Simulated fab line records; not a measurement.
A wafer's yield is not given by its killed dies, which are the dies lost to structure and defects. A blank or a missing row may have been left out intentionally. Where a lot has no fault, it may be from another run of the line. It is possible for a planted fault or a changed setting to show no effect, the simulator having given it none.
Check for tools in common	flow ritCmos	Sample size 14 lots and 42 wafers

== REASON IT WAS OPENED ==
RIT_ACTIVE_THK_MEAS_02, reading ACTIVE_OXIDE_THK: flagged on 2 of 14 lots. Wafers without a fault read 46.6 nm, standard deviation 0.99.
Rule: flag the lot when none of its wafers has a number, or when each of its wafers that has one lies beyond 4 standard deviations from that mean. The rest of the lots are taken to be sound.

lot	measured	on	ACTIVE_OXIDE_THK (nm), wafer by wafer	flag
L392	day 1 13:07	filmMetro-01	45.0 44.9 45.5	
L393	day 1 17:55	filmMetro-01	47.9 47.8 47.3	
L394	day 1 22:08	filmMetro-04	46.8 46.7 46.5	
L395	day 2 04:29	filmMetro-01	45.2 46.0 46.1	
L396	day 2 09:04	filmMetro-04	46.7 47.0 45.6	
L397	day 2 14:13	filmMetro-01	47.6 47.8 47.3	
L400	day 3 04:20	filmMetro-04	47.0 47.0 46.8	
L402	day 3 14:34	filmMetro-03	72.1 72.6 72.3	FLAGGED
L403	day 3 19:05	filmMetro-01	71.7 72.4 72.3	FLAGGED
L406	day 4 10:03	filmMetro-03	45.1 45.5 45.8	
L407	day 4 15:14	filmMetro-01	48.2 48.3 48.5	
L409	day 5 02:14	filmMetro-03	45.8 45.7 45.7	
L411	day 5 11:56	filmMetro-03	45.3 44.6 44.8	
L415	day 6 07:41	filmMetro-01	46.9 46.5 46.8	
The mean of the flagged lots' numbers is 72.2 nm, +25.6 nm from the usual (+26 standard deviations).

== WHICH TOOL EACH LOT WENT THROUGH ==
The record holds 1 process step before the reading, out of a route of 202 steps. In each cell: the tool, then ch and the chambers that the sampled wafers went through, then the start.
lot	flag	RIT_ACTIVE_OXIDATION_01
L392		furnace-03 ch 0, day 1 11:11
L393		furnace-01 ch 0, day 1 15:59
L394		furnace-01 ch 0, day 1 20:11
L395		furnace-03 ch 0, day 2 02:34
L396		furnace-03 ch 0, day 2 07:08
L397		furnace-01 ch 0, day 2 12:17
L400		furnace-04 ch 0, day 3 02:23
L402	FLAGGED	furnace-03 ch 0, day 3 12:38
L403	FLAGGED	furnace-03 ch 0, day 3 17:07
L406		furnace-01 ch 0, day 4 08:07
L407		furnace-04 ch 0, day 4 13:17
L409		furnace-01 ch 0, day 5 00:17
L411		furnace-01 ch 0, day 5 10:00
L415		furnace-04 ch 0, day 6 05:46
What is done by these steps:
- RIT_ACTIVE_OXIDATION_01: target thk 46.8 nm, ox time 3360 s.
- RIT_ACTIVE_THK_MEAS_02

== FLAGGED OVER TOTAL, TOOL BY TOOL (the gauges that took the reading come last) ==
step	tool	lots run	flagged	share of the flagged lots	sound lots run after its first flagged lot
RIT_ACTIVE_OXIDATION_01	furnace-01	6	0	none	-
RIT_ACTIVE_OXIDATION_01	furnace-03	5	2	all	0
RIT_ACTIVE_OXIDATION_01	furnace-04	3	0	none	-
RIT_ACTIVE_THK_MEAS_02	filmMetro-01	7	1	some	2 (L407,L415)
RIT_ACTIVE_THK_MEAS_02	filmMetro-03	4	1	some	3 (L406,L409,L411)
RIT_ACTIVE_THK_MEAS_02	filmMetro-04	3	0	none	-

== WHAT IS ALLOWED BY THE TABLE ==
In the table, 1 row covers all flagged lots: furnace-03 at RIT_ACTIVE_OXIDATION_01.
- furnace-03 at RIT_ACTIVE_OXIDATION_01: 2 of its 5 lots flagged. A fault beginning between L396 (day 2 07:08), its last sound lot, and L402 (day 3 12:38), its first flagged one, fits the data.
What remains is a single tool, furnace-03 at RIT_ACTIVE_OXIDATION_01.

== WHAT WAS PUT IN BY THE SIMULATOR ==
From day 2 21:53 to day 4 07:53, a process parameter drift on furnace-03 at RIT_ACTIVE_OXIDATION_01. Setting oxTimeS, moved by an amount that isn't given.
Shown lots that were struck: L402, L403. The rule given above showed the same thing.
